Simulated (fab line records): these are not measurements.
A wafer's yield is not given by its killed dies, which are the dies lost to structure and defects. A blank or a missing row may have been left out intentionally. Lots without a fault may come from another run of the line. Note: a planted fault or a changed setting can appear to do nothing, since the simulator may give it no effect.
Problem report in the 8D (eight disciplines) form, filled by code ; flow ritCmos ; the parts of the form that need people (team, actions taken, sign-off) are left out

== 1. WHAT IS WRONG ==
killedAtFrontEnd at RIT_M1_PROBE_99 reads a mean of 264 on 6 wafers of 2 lots; wafers without a fault read 7 with a standard deviation of 3.1. Relative to the usual mean, that is a shift of +83 standard deviations.
First observed at day 6 23:46: wafer L495.2, on prober-01. At this step, 9 wafers from 3 lots have a number in the record. Rule for "out" (also "out of limits"): further than 4 standard deviations from the usual mean. The other wafers with a number count as sound.

== 2. WHAT IT IS, WHAT IT ISN'T ==
question;is;is not
which readings at this step;killedAtFrontEnd, killedDies, killedOnRim;killedAtContacts, killedShort
which lots;L495, L497;L499
which wafers of those lots;all that have a number;-
read on which tools;prober-01;prober-02
when;from day 6 23:46;"up to then (0 sound wafers); but 3 sound wafers of L499 came after"

== 3. SUSPECTS, AND WHAT RULES EACH OUT ==
Counting: a tool at a process step up to the reading stays a suspect if it ran every lot that is out and no sound lot after the first of them.
- ilineStepper-01 at RIT_PLDD_EXPOSE_03 (exposes mask M8, target cd 40900 nm): kept. It ran every lot that is out, first L495 (day 6 09:10), and no sound lot after that.
- prober-01 at RIT_M1_PROBE_99: kept. It ran every lot that is out, first L495 (day 6 23:46), and no sound lot after that. Its own readings are out on those wafers: killedAtFrontEnd, killedDies, killedOnRim.
What counting leaves: ilineStepper-01 at RIT_PLDD_EXPOSE_03 and prober-01 at RIT_M1_PROBE_99.

== 4. THE CAUSE (what the simulator had put in) ==
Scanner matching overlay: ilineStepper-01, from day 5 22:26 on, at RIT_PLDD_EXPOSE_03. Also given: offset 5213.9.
2 suspects survive the count, and this tool is in that group.

== 5. THE EFFECT CHAIN, in route order ==
Rows list readings where the struck wafers' mean (over those with a number) sits beyond 3 standard deviations from the usual. Only readings whose record carries a usual standard deviation are examined. hours: median over the lots of the time between each lot's start at the first step of this table that gives one and its start at this step. sigmas: the change, counted in usual standard deviations.
hours;step;reading;usual;on struck wafers;change;sigmas
0;RIT_M1_PROBE_99;killedAtFrontEnd;7;264;+257;+83
0;RIT_M1_PROBE_99;killedDies;7;264;+257;+83
0;RIT_M1_PROBE_99;killedOnRim;1.9;70.0;+68.1;+52
The process steps in it:
- RIT_M1_PROBE_99
Readings that are blank on the struck wafers while sound wafers have them: PLDD_OVL at RIT_PLDD_OVL_MEAS_06.

== 6. WHAT WOULD HAVE CAUGHT IT SOONER ==
The fault began at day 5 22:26; the first out-of-limits reading in this record came at day 6 23:46, 25 hours later.
Between RIT_PLDD_EXPOSE_03 and RIT_M1_PROBE_99, RIT_PLDD_OVL_MEAS_06 gave no PLDD_OVL on the struck wafers, where sound wafers have one: a measuring or inspecting step that comes back empty is itself a sign.
Lots out: 2; of these, L497 started RIT_PLDD_EXPOSE_03 on ilineStepper-01 after day 6 23:46. Putting the tool on hold at that point would have spared it.
